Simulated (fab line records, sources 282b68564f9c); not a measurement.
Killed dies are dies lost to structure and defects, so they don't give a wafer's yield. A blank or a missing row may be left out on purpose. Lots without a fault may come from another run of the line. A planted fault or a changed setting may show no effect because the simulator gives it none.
Split-lot experiment | flow rit_cmos | 5 lots, 23 wafers read, on a route of 202 steps

THE SPLIT
At RIT_NLDD_SOFTBAKE_02 (time 60 s), the setting temp_c was moved away from the recipe's 90 C on 8 of the 23 wafers read, by -3.5% to +1.1%. The other wafers ran this setting at the recipe's value.

FROM THE SPLIT TO THE READING: what the file shows between them, 2 steps
- RIT_NLDD_EXPOSE_03: exposes mask M7, target cd 40700 nm
- RIT_NLDD_PEB_04

THE READING
NOVOLAK_of_NLDD_COAT_01.thk_nm (the simulator's own value, which no gauge read), in nm, at RIT_NLDD_DEVELOP_05 (develop time 50 s). The file gives no usual value for it. The 15 wafers here that ran the recipe average 991.9 nm, standard deviation 2.1 nm.

wafer  | tool, chamber at the split | temp_c as run, C | against the recipe | NOVOLAK_of_NLDD_COAT_01.thk_nm, nm | against lot-mates on the recipe
L074.1 | litho_track-03, 0          | 91.03            | +1.1%              | 989.9                              | -2.0
L074.2 | litho_track-03, 0          | 91.03            | +1.1%              | 988.8                              | -3.1
L074.3 | litho_track-03, 0          | 91.03            | +1.1%              | 986.9                              | -5.0
L074.5 | litho_track-03, 0          | 90               | recipe             | 990.8                              | -
L074.6 | litho_track-03, 0          | 90               | recipe             | 993                                | -
L077.1 | litho_track-04, 0          | 90               | recipe             | 991.3                              | -
L077.2 | litho_track-04, 0          | 90               | recipe             | 992.4                              | -
L077.5 | litho_track-04, 0          | 90               | recipe             | 992.3                              | -
L079.1 | litho_track-04, 0          | 90               | recipe             | 991.2                              | -
L079.3 | litho_track-04, 0          | 90               | recipe             | 991                                | -
L079.4 | litho_track-04, 0          | 90               | recipe             | 989.6                              | -
L079.5 | litho_track-04, 0          | 90               | recipe             | 989.5                              | -
L079.6 | litho_track-04, 0          | 90               | recipe             | 989                                | -
L084.1 | litho_track-01, 0          | 87.63            | -2.6%              | 1003                               | +7.8
L084.2 | litho_track-01, 0          | 90               | recipe             | 994.9                              | -
L084.3 | litho_track-01, 0          | 87.63            | -2.6%              | 999.6                              | +4.4
L084.4 | litho_track-01, 0          | 90               | recipe             | 996.8                              | -
L084.6 | litho_track-01, 0          | 90               | recipe             | 994                                | -
L085.1 | litho_track-01, 0          | 86.85            | -3.5%              | 1003                               | +11.8
L085.2 | litho_track-01, 0          | 90               | recipe             | 991.8                              | -
L085.3 | litho_track-01, 0          | 90               | recipe             | 990.6                              | -
L085.5 | litho_track-01, 0          | 86.85            | -3.5%              | 1001                               | +9.8
L085.6 | litho_track-01, 0          | 86.85            | -3.5%              | 999.6                              | +8.4

THE FIT
A straight line over all 23 wafers: NOVOLAK_of_NLDD_COAT_01.thk_nm changes by -2.91 nm for each +1% of temp_c; r = -0.91; the points scatter about the line by 2 nm.
The same after taking each lot's own level away (the mean of its wafers on the recipe; 23 wafers): -2.74 nm for each +1%; r = -0.96; scatter 1.2 nm.
On that fit, the largest move of temp_c shifts the reading by 9.6 nm.
The lots' own levels span 990.06 to 995.23 nm, that is 2.5 times the standard deviation above.
So the lot-to-lot level changes the slope little: the two slopes agree.
Check: with one of the wafers moved furthest among these (-3.5%) left out of the fit, the line predicts +8.84 nm for it against its lot-mates. It came out at +11.8 nm against them.

OTHER SPLITS ON THESE WAFERS
These wafers also went through other splits before the reading. Each is held against what the fit with the lots' levels taken away leaves over:
other split on the same wafers  | wafers away from the commonest value | r with NOVOLAK_of_NLDD_COAT_01.thk_nm (lot level and that fit taken away)
RIT_GATE_ETCH_19 over_etch_frac | 6                                    | -0.19

THE FILE'S OWN FIT
NOVOLAK_of_NLDD_COAT_01.thk_nm changes by -2.66 nm for each +1% of temp_c, r = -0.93.
